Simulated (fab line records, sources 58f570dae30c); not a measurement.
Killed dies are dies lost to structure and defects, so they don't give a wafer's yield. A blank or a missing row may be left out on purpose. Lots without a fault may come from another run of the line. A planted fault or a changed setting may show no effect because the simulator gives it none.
One fault seen from 2 desks | flow berkeley_cmos170 | each desk has only its own numbers; what lay behind them comes last

THE METROLOGY DESK
What the gauges read, lot by lot, whatever tool the lot ran on: means of the sampled wafers that have a number. A lot is out of limits, marked OUT, if its mean lies more than 4 standard deviations from the usual mean; the brackets give that distance.
Columns: A = M2_AL_RS at UCB170_M2_RS_MEAS_02, usual 0.0323 ohm/sq
lot  | first seen here | A
L503 | day 7 18:38     | 0.0319
L504 | day 7 22:31     | 0.0322
L506 | day 8 18:23     | 0.0325
L505 | day 8 18:38     | 0.0318
L507 | day 9 00:56     | 0.0320
L508 | day 9 03:43     | 0.0323
L510 | day 10 00:41    | 0.0322
L511 | day 10 00:52    | 0.0329
L509 | day 10 00:57    | 0.0322
L517 | day 11 05:20    | 0.0320
L516 | day 11 05:25    | 0.0325
L519 | day 11 13:05    | 0.0325
L523 | day 12 05:29    | 0.0329
L524 | day 12 14:50    | 0.0324
This desk's finding: nothing out of limits on any of the 14 lots.

THE TOOL OWNER'S DESK: rie_metal-01
The tool's own readings at UCB170_M3_METAL_ETCH_18 (etches Al in Cl2/BCl3, stops on SiO2, target depth 1170 nm, time 195 s): means of the sampled wafers that have a number, for each lot that ran on this tool. A lot is out of limits, marked OUT, if its mean lies more than 4 standard deviations from the usual mean; the brackets give that distance.
Columns: A = drypump_motor_current_A at UCB170_M3_METAL_ETCH_18, usual 5.8 A; B = oes_product_au at UCB170_M3_METAL_ETCH_18, usual 0.864 a.u.; C = throttle_valve_pct at UCB170_M3_METAL_ETCH_18, usual 24.43 %
lot  | first seen here | A   | B     | C
L503 | day 8 03:11     | 6.0 | 0.857 | 24.56
L505 | day 9 05:12     | 6.1 | 0.865 | 24.57
L511 | day 10 10:05    | 5.9 | 0.864 | 24.49
L516 | day 11 18:20    | 6.3 | 0.832 | 24.66
L519 | day 11 21:51    | 6.3 | 0.834 | 24.66
This desk's finding: nothing out of limits on any of the 5 lots.

PUT TOGETHER
The metrology desk saw nothing out of limits.
The tool owner's desk saw nothing out of limits.

WHAT THE SIMULATOR HAD PUT IN
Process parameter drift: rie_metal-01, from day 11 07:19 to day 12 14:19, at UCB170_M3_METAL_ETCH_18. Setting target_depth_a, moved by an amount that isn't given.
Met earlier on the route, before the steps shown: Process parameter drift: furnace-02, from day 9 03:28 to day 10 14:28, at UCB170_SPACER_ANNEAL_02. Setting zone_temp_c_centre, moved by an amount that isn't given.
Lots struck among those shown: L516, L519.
